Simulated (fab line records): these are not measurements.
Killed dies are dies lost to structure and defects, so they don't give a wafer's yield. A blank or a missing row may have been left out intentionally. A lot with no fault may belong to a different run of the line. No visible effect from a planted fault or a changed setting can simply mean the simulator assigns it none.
Lot-split experiment    flow berkeleyCmos170    23 wafers read across 5 lots, on a route 331 steps long

## ON THE SPLIT
At UCB170_V1_EXPOSE_09 (exposes mask VIA1, target cd 700 nm), the setting doseMj was moved away from the recipe's 37 on 6 of the 23 wafers read, by -1.9% to +2.5%. This setting was run at the recipe's value on the other wafers.

## FROM THE SPLIT TO THE READING: what the file shows between them, 5 steps
- UCB170_V1_PEB_10
- UCB170_V1_DEVELOP_11: develop time 45 s
- UCB170_V1_CD_MEAS_12: target cd 700 nm
- UCB170_V1_ETCH_14: etches SiO2 in CHF3/CF4/Ar, stops on Al, target depth 1250 nm, time 291 s
- UCB170_V1_STRIP_15: strips in O2

## THE READING
cdNm at UCB170_V1_CD_MEAS_90, given in nm (cd target 700 nm). A value of 700.5 nm with a standard deviation of 1.1 nm is what fault-free wafers of this fab line usually give.

wafer   tool, chamber at the split  doseMj as run  against the recipe  cdNm, nm  against lot-mates on the recipe
L074.1  krfScanner-01, 0            37             recipe              700.5     -
L074.3  krfScanner-01, 0            36.3           -1.9%               697.0     -3.6
L074.4  krfScanner-01, 0            36.3           -1.9%               697.7     -2.9
L074.5  krfScanner-01, 0            36.3           -1.9%               695.2     -5.4
L074.6  krfScanner-01, 0            37             recipe              700.8     -
L076.1  krfScanner-02, 0            37             recipe              701.3     -
L076.2  krfScanner-02, 0            37             recipe              701.1     -
L076.3  krfScanner-02, 0            37             recipe              700.5     -
L076.5  krfScanner-02, 0            37             recipe              699.6     -
L076.6  krfScanner-02, 0            37             recipe              701.0     -
L077.2  krfScanner-02, 0            37             recipe              702.5     -
L077.3  krfScanner-02, 0            37             recipe              700.7     -
L077.4  krfScanner-02, 0            37             recipe              701.7     -
L077.5  krfScanner-02, 0            37             recipe              701.2     -
L077.6  krfScanner-02, 0            37             recipe              701.6     -
L084.2  krfScanner-01, 0            37.93          +2.5%               704.3     +5.2
L084.3  krfScanner-01, 0            37             recipe              698.4     -
L084.4  krfScanner-01, 0            37.93          +2.5%               704.2     +5.2
L084.5  krfScanner-01, 0            37.93          +2.5%               703.9     +4.9
L084.6  krfScanner-01, 0            37             recipe              699.7     -
L085.3  krfScanner-02, 0            37             recipe              699.4     -
L085.4  krfScanner-02, 0            37             recipe              699.6     -
L085.6  krfScanner-02, 0            37             recipe              698.5     -

THE FIT
A straight line over all 23 wafers: cdNm changes by +1.67 nm for each +1% of doseMj; r = +0.87; the points scatter about the line by 1.1 nm.
The same after taking each lot's own level away (the mean of its wafers on the recipe; 23 wafers): +2.06 nm for each +1%; r = +0.97; scatter 0.64 nm.
The reading moves by 5.2 nm for the largest change in doseMj, on that fit.
From 699.05 to 701.54 nm: that is the span of the lots' own levels, equal to 2.3 times the standard deviation above.
Thus the slope moves with the lot-to-lot level: the two fits are different.
Check: +5.12 nm against its lot-mates is what the line predicts for one of the wafers moved furthest among these (+2.5%) when that wafer is left out of the fit. Against them it came out at +5.25 nm.

## THESE WAFERS: OTHER SPLITS
These wafers also went through other splits before the reading. Each is held against what the fit with the lots' levels taken away leaves over:
other split on the same wafers    wafers away from the commonest value  r with cdNm (lot level and that fit taken away)
UCB170_V1_CMP_02 leaveAboveRefNm  8                                     +0.00

## THE WHOLE CHAIN: every reading that the file lists as answering this split, in the file's order
step                  what it does                                                               reading                                                   change (the file's fit)               r (the file's)
UCB170_V1_CD_MEAS_12  target cd 700 nm                                                           cdNm                                                      +1.94 nm for each +1% of the setting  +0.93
UCB170_V1_ETCH_14     etches SiO2 in CHF3/CF4/Ar, stops on Al, target depth 1250 nm, time 291 s  V1.cdNm (the simulator's own value, which no gauge read)  +1.97 nm for each +1% of the setting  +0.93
UCB170_V1_CD_MEAS_90  target cd 700 nm                                                           cdNm                                                      +2.06 nm for each +1% of the setting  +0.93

## FILE'S OWN FIT
cdNm changes by +2.06 nm for each +1% of doseMj, r = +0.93.
